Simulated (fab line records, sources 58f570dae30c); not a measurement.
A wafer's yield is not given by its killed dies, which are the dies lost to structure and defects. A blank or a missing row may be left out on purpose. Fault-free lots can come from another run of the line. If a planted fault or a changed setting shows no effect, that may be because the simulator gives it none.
Which tool is to blame?	flow berkeley-cmos170	6 lots, 18 wafers sampled, at 3 steps of a route of 331

## WHAT THE GAUGES SHOWED, per wafer
UCB170_V1_THK_MEAS_04.
lot	measured	on	V1_POLISHED_THK (nm)
L389	day 7 12:35	film-metro-03	1001.1 998.5 999.0
L392	day 8 07:50	film-metro-01	1002.1 1001.5 1001.3
L396	day 8 19:19	film-metro-01	998.4 751.2 750.9
L407	day 10 21:10	film-metro-03	1001.2 998.3 999.2
L411	day 11 15:49	film-metro-01	1001.8 1003.0 1001.5
L412	day 11 16:07	film-metro-03	1001.2 999.2 1000.2

## WHAT TOOL EACH LOT RAN ON (gives the tool, then ch and the chambers of the sampled wafers, and finally the start)
lot	UCB170_SILICIDE_RTA_04	UCB170_V1_CMP_02
L389	rtp-anneal-02 ch 0, day 6 20:16	cmp-02 ch 0,1, day 7 12:10
L392	rtp-anneal-02 ch 0, day 7 20:47	cmp-01 ch 1,3, day 8 07:28
L396	rtp-anneal-02 ch 0, day 8 08:05	cmp-02 ch 1,2, day 8 18:53
L407	rtp-anneal-02 ch 0, day 10 10:23	cmp-01 ch 1,2,3, day 10 20:44
L411	rtp-anneal-01 ch 0, day 11 03:43	cmp-02 ch 0,2, day 11 15:23
L412	rtp-anneal-01 ch 0, day 11 03:59	cmp-02 ch 0,2,3, day 11 15:44
- UCB170_SILICIDE_RTA_04: time 15 s.
- UCB170_V1_CMP_02: polishes SiO2.

## THE ANSWER, worked out from the rows above alone
Rule: what is usual is taken from the lots themselves. The widest of any qualifying gaps counts: lots, ordered by their means at a reading, are off when they make up no more than a third of the lots, leave a main group of 4 or more, and stand apart from it by 3 or more times the standard deviation of that group's means. A main group is skipped when, at the precision printed for the reading in the tables above, its means are all equal. A lot without any number at a reading at which 4 lots or more have one is off too. The other lots that the step has rows for count as sound.
Off: at UCB170_V1_THK_MEAS_04 (V1_POLISHED_THK), L396. The main group: mean 1000.6 nm, standard deviation 1.1.
A tool fits if, at a process step before that reading, it ran every lot that is off, and no sound lot after the first of them. Gauges at UCB170_V1_THK_MEAS_04: tried the same way as those tools. No candidate that was tried fits.

## WHAT WAS PUT IN BY THE SIMULATOR
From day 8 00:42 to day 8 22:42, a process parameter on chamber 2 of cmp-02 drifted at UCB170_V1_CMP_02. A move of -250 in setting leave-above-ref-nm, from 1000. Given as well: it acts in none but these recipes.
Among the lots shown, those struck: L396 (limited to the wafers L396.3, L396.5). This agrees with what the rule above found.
